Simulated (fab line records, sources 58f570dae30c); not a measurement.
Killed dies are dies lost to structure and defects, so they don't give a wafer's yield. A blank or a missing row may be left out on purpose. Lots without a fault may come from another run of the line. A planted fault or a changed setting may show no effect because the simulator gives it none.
Which tool did it? | flow berkeley_cmos170 | 15 lots, 45 wafers sampled, at 5 steps of a route of 331

WHAT THE GAUGES READ, wafer by wafer
UCB170_ACTIVE_CD_MEAS_90: target cd 1200 nm.
lot  | measured    | on        | cd_nm (nm)
L567 | day 3 15:52 | cd_sem-02 | 1200.8 1199.7 1199.1
L571 | day 4 21:46 | cd_sem-01 | 1198.4 1198.0 1198.2
L573 | day 5 06:20 | cd_sem-02 | 1200.9 1201.5 1200.7
L574 | day 5 15:09 | cd_sem-01 | 1200.0 1201.1 1200.1
L575 | day 5 15:16 | cd_sem-01 | 1199.7 1199.0 1199.4
L576 | day 5 15:30 | cd_sem-02 | 1199.6 1199.2 1198.7
L577 | day 6 02:11 | cd_sem-02 | 1201.1 1201.7 1201.6
L578 | day 6 17:40 | cd_sem-02 | 1200.7 1199.6 1200.6
L579 | day 6 22:01 | cd_sem-02 | 1199.3 1199.0 1199.6
L582 | day 7 00:59 | cd_sem-01 | 1202.9 1200.9 1201.8
L581 | day 7 01:18 | cd_sem-01 | 1199.9 1200.7 1199.0
L580 | day 7 01:26 | cd_sem-02 | 1201.0 1200.0 1199.7
L586 | day 8 07:49 | cd_sem-01 | 1201.3 1202.1 1200.6
L589 | day 8 19:07 | cd_sem-02 | 1203.8 1199.9 1201.9
L588 | day 8 23:20 | cd_sem-01 | 1202.1 1203.2 1202.6

UCB170_SCREENOX_THK_MEAS_02.
lot  | measured    | on            | SCREENOX_OXIDE_THK (nm)
L567 | day 4 15:29 | film_metro-01 | 14.63 14.59 14.36
L571 | day 5 20:35 | film_metro-03 | 14.55 14.28 14.42
L573 | day 6 13:50 | film_metro-01 | 14.30 14.32 14.07
L574 | day 6 20:16 | film_metro-02 | 14.14 14.34 14.02
L575 | day 6 20:16 | film_metro-03 | 13.95 14.08 13.95
L576 | day 6 20:16 | film_metro-01 | 14.28 14.13 14.40
L577 | day 7 08:02 | film_metro-02 | 14.53 14.63 14.49
L578 | day 7 16:34 | film_metro-02 | 14.18 14.10 13.95
L579 | day 8 03:28 | film_metro-03 | 13.69 14.17 13.99
L582 | day 8 03:28 | film_metro-02 | 14.28 14.21 14.21
L581 | day 8 03:28 | film_metro-01 | 14.94 14.55 14.74
L580 | day 8 03:32 | film_metro-03 | 14.41 14.70 14.81
L586 | day 9 12:54 | film_metro-03 | 14.05 14.04 14.11
L589 | day 9 19:35 | film_metro-03 | 14.39 14.36 14.28
L588 | day 9 19:35 | film_metro-02 | 14.32 14.20 14.37

UCB170_SDANNEAL_RS_MEAS_04: measures by four-point-probe.
lot  | measured     | on            | PLDD_RS (ohm/sq)
L567 | day 5 23:56  | film_metro-02 | 1034.0 1036.0 1033.9
L571 | day 7 09:06  | film_metro-01 | 1030.7 1029.9 1029.8
L573 | day 7 23:10  | film_metro-01 | 1028.9 1028.8 1030.2
L574 | day 8 09:57  | film_metro-03 | 1031.2 1031.9 1031.8
L575 | day 8 09:30  | film_metro-02 | 1030.7 1025.7 1027.0
L576 | day 8 10:09  | film_metro-02 | 1031.7 1032.2 1034.2
L577 | day 9 01:31  | film_metro-03 | 1029.6 1035.3 1031.5
L578 | day 9 08:22  | film_metro-02 | 1003.7 1007.0 1006.4
L579 | day 9 20:08  | film_metro-02 | 1026.9 1028.9 1030.0
L582 | day 9 20:32  | film_metro-01 | 1005.9 1006.7 1008.7
L581 | day 9 19:53  | film_metro-03 | 1032.8 1032.1 1030.6
L580 | day 9 20:47  | film_metro-02 | 1008.6 1005.8 1006.4
L586 | day 10 18:34 | film_metro-01 | 1028.7 1032.7 1029.3
L589 | day 11 07:18 | film_metro-01 | 1033.3 1031.0 1032.1
L588 | day 11 07:26 | film_metro-03 | 1031.9 1029.8 1028.8

WHICH TOOL RAN EACH LOT (tool, then ch and the chambers of the sampled wafers, then the start)
lot  | UCB170_GATE_STRIP_16                 | UCB170_PLDD_IMPLANT_08
L567 | plasma_asher-01 ch 0,1, day 5 09:11  | implanter-03 ch 0, day 5 10:55
L571 | plasma_asher-04 ch 0,1, day 6 20:14  | implanter-02 ch 0, day 6 22:03
L573 | plasma_asher-01 ch 0,1, day 7 06:02  | implanter-02 ch 0, day 7 07:33
L574 | plasma_asher-02 ch 0,1, day 7 17:07  | implanter-03 ch 0, day 7 19:47
L575 | plasma_asher-01 ch 0,1, day 7 17:28  | implanter-02 ch 0, day 7 20:08
L576 | plasma_asher-04 ch 0,1, day 7 17:21  | implanter-04 ch 0, day 7 20:01
L577 | plasma_asher-02 ch 0,1, day 8 02:44  | implanter-02 ch 0, day 8 04:20
L578 | plasma_asher-02 ch 0, day 8 18:39    | implanter-02 ch 0, day 8 20:25
L579 | plasma_asher-04 ch 0,1, day 9 04:01  | implanter-04 ch 0, day 9 06:53
L582 | plasma_asher-01 ch 0,1, day 9 03:47  | implanter-02 ch 0, day 9 06:57
L581 | plasma_asher-04 ch 0,1, day 9 03:32  | implanter-03 ch 0, day 9 06:45
L580 | plasma_asher-01 ch 0,1, day 9 03:18  | implanter-02 ch 0, day 9 06:39
L586 | plasma_asher-04 ch 0,1, day 10 02:52 | implanter-04 ch 0, day 10 05:05
L589 | plasma_asher-04 ch 0,1, day 10 13:09 | implanter-04 ch 0, day 10 15:28
L588 | plasma_asher-04 ch 0,1, day 10 12:39 | implanter-04 ch 0, day 10 15:10
- UCB170_GATE_STRIP_16: strips in O2.
- UCB170_PLDD_IMPLANT_08

WHAT THE TOOLS THEMSELVES READ (means of the sampled wafers that have a number; where no wafer has one, the mark that the record gives instead)
UCB170_GATE_STRIP_16.
lot  | tool            | drypump_motor_current_A (A) | oes_product_au (a.u.)
L567 | plasma_asher-01 | 5.9                         | 0.723
L571 | plasma_asher-04 | 5.5                         | 0.728
L573 | plasma_asher-01 | 6.2                         | 0.723
L574 | plasma_asher-02 | 6.1                         | 0.723
L575 | plasma_asher-01 | 5.9                         | 0.724
L576 | plasma_asher-04 | 5.6                         | 0.720
L577 | plasma_asher-02 | 6.0                         | 0.726
L578 | plasma_asher-02 | 5.8                         | 0.724
L579 | plasma_asher-04 | 5.6                         | 0.723
L582 | plasma_asher-01 | 6.2                         | 0.724
L581 | plasma_asher-04 | 5.6                         | 0.725
L580 | plasma_asher-01 | 5.9                         | 0.725
L586 | plasma_asher-04 | 5.5                         | 0.729
L589 | plasma_asher-04 | 5.5                         | 0.726
L588 | plasma_asher-04 | 5.6                         | 0.725

UCB170_PLDD_IMPLANT_08.
lot  | tool         | dose_ions_cm2 | faraday_current_uA
L567 | implanter-03 | 5e+13         | 158
L571 | implanter-02 | 5e+13         | 160
L573 | implanter-02 | 5e+13         | 156
L574 | implanter-03 | 5e+13         | 160
L575 | implanter-02 | 5e+13         | 156
L576 | implanter-04 | 5e+13         | 160
L577 | implanter-02 | 5e+13         | 157
L578 | implanter-02 | 5e+13         | 169
L579 | implanter-04 | 5e+13         | 160
L582 | implanter-02 | 5e+13         | 171
L581 | implanter-03 | 5e+13         | 159
L580 | implanter-02 | 5e+13         | 170
L586 | implanter-04 | 5e+13         | 158
L589 | implanter-04 | 5e+13         | 157
L588 | implanter-04 | 5e+13         | 160

THE ANSWER, worked out from the rows above alone
Rule: what is usual is taken from the lots themselves. Put in order of their means at a reading, lots are off if they are a third of the lots or fewer, leave a main group of 4 or more, and stand apart from it by a gap of 3 or more times the standard deviation of the main group's means; of several such gaps the widest counts. A main group whose means are all the same, to the digits that the tables above print for the reading, isn't used. A lot without any number at a reading at which 4 lots or more have one is off too. The other lots that the step has rows for count as sound. The gauges are gone through in route order, then the tools' own readings, and for those a lot's mean is taken as printed above. The first step at which some lot is off is used, and at that step the reading that is off furthest; a lot without a number counts as furthest.
Off: L578, L582, L580, at UCB170_SDANNEAL_RS_MEAS_04 (PLDD_RS). The main group: mean 1030.9 ohm/sq, standard deviation 1.8.
A tool fits if, at a process step before that reading, it ran every lot that is off, and no sound lot after the first of them. The gauges at UCB170_SDANNEAL_RS_MEAS_04 aren't tried: what is off there is off at UCB170_PLDD_IMPLANT_08 too, on other tools, and a gauge's error can't cause that. One fits: implanter-02 at UCB170_PLDD_IMPLANT_08. Its last sound lot is L577 (day 8 04:20), its first lot that is off L578 (day 8 20:25): a fault that began between those two fits.
The tool's own readings at UCB170_PLDD_IMPLANT_08 bear it out: on the lots that are off they differ by more than 5 times the standard deviation of the sound lots' means. faraday_current_uA reads 170 there against 158 on the sound lots.

WHAT THE SIMULATOR HAD PUT IN
Process parameter drift: implanter-02, from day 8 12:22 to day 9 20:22, at UCB170_PLDD_IMPLANT_08. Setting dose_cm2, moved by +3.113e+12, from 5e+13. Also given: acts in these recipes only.
Lots struck among those shown: L578, L582, L580. The rule above found the same.
